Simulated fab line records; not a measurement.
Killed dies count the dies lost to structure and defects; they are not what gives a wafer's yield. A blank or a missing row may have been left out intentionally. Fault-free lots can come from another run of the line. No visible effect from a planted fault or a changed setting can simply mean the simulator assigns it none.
Split-lot study ; flow berkeley cmos170 ; 5 lots, 23 wafers read, on a route of 331 steps

== ABOUT THE SPLIT ==
At UCB170_GATE_OXIDATION_01 (target thk 6.6 nm, ox time 1800 s), the setting temp c was moved away from the recipe's 850 C on 15 of the 23 wafers read, by +0.8% to +1.5%. This setting was run at the recipe's value on the other wafers.

The file shows no step between the split and the reading.

== THE READING ==
Values of GATE_OXIDE_THK in nm from UCB170_GATE_THK_MEAS_02. Typical for fault-free wafers on this fab line: 6.57 nm, with standard deviation 0.088 nm.

wafer;tool, chamber at the split;temp c as run, C;against the recipe;GATE_OXIDE_THK, nm;against lot-mates on the recipe
L074.1;-, -;850;recipe;6.49;-
L074.3;-, -;850;recipe;6.69;-
L074.4;-, -;850;recipe;6.74;-
L074.5;-, -;850;recipe;6.71;-
L074.6;-, -;850;recipe;6.74;-
L075.1;-, -;856.9;+0.8%;7.27;no lot-mate on the recipe
L075.3;-, -;856.9;+0.8%;7.05;no lot-mate on the recipe
L075.4;-, -;856.9;+0.8%;7.16;no lot-mate on the recipe
L075.5;-, -;856.9;+0.8%;7.16;no lot-mate on the recipe
L075.6;-, -;856.9;+0.8%;7.05;no lot-mate on the recipe
L077.1;furnace-03, 0;850;recipe;6.58;-
L077.2;furnace-03, 0;850;recipe;6.47;-
L077.6;furnace-03, 0;850;recipe;6.55;-
L082.1;-, -;862.5;+1.5%;7.61;no lot-mate on the recipe
L082.3;-, -;862.5;+1.5%;7.70;no lot-mate on the recipe
L082.4;-, -;862.5;+1.5%;7.58;no lot-mate on the recipe
L082.5;-, -;862.5;+1.5%;7.72;no lot-mate on the recipe
L082.6;-, -;862.5;+1.5%;7.56;no lot-mate on the recipe
L085.1;-, -;863.1;+1.5%;7.81;no lot-mate on the recipe
L085.2;-, -;863.1;+1.5%;7.80;no lot-mate on the recipe
L085.3;-, -;863.1;+1.5%;7.79;no lot-mate on the recipe
L085.4;-, -;863.1;+1.5%;7.72;no lot-mate on the recipe
L085.6;-, -;863.1;+1.5%;7.81;no lot-mate on the recipe

FIT RESULTS
A straight line over all 23 wafers: GATE_OXIDE_THK changes by +0.725 nm for each +1% of temp c; r = +0.98; the points scatter about the line by 0.096 nm.
Too few moved wafers with a lot-mate on the recipe to fit a line net of each lot's own level.

== THE WHOLE CHAIN: every reading that the file lists as answering this split, in the file's order ==
step;what it does;reading;change (the file's fit);r (the file's)
UCB170_GATE_OXIDATION_01;target thk 6.6 nm, ox time 1800 s;SiO2_of_GATE_OXIDATION_01.thk nm (the simulator's own value, which no gauge read);+0.71 nm for each +1% of the setting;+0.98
UCB170_GATE_THK_MEAS_02;;GATE_OXIDE_THK;+0.724 for each +1% of the setting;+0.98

== THE FILE'S OWN FIT ==
GATE_OXIDE_THK changes by +0.724 nm for each +1% of temp c, r = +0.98.
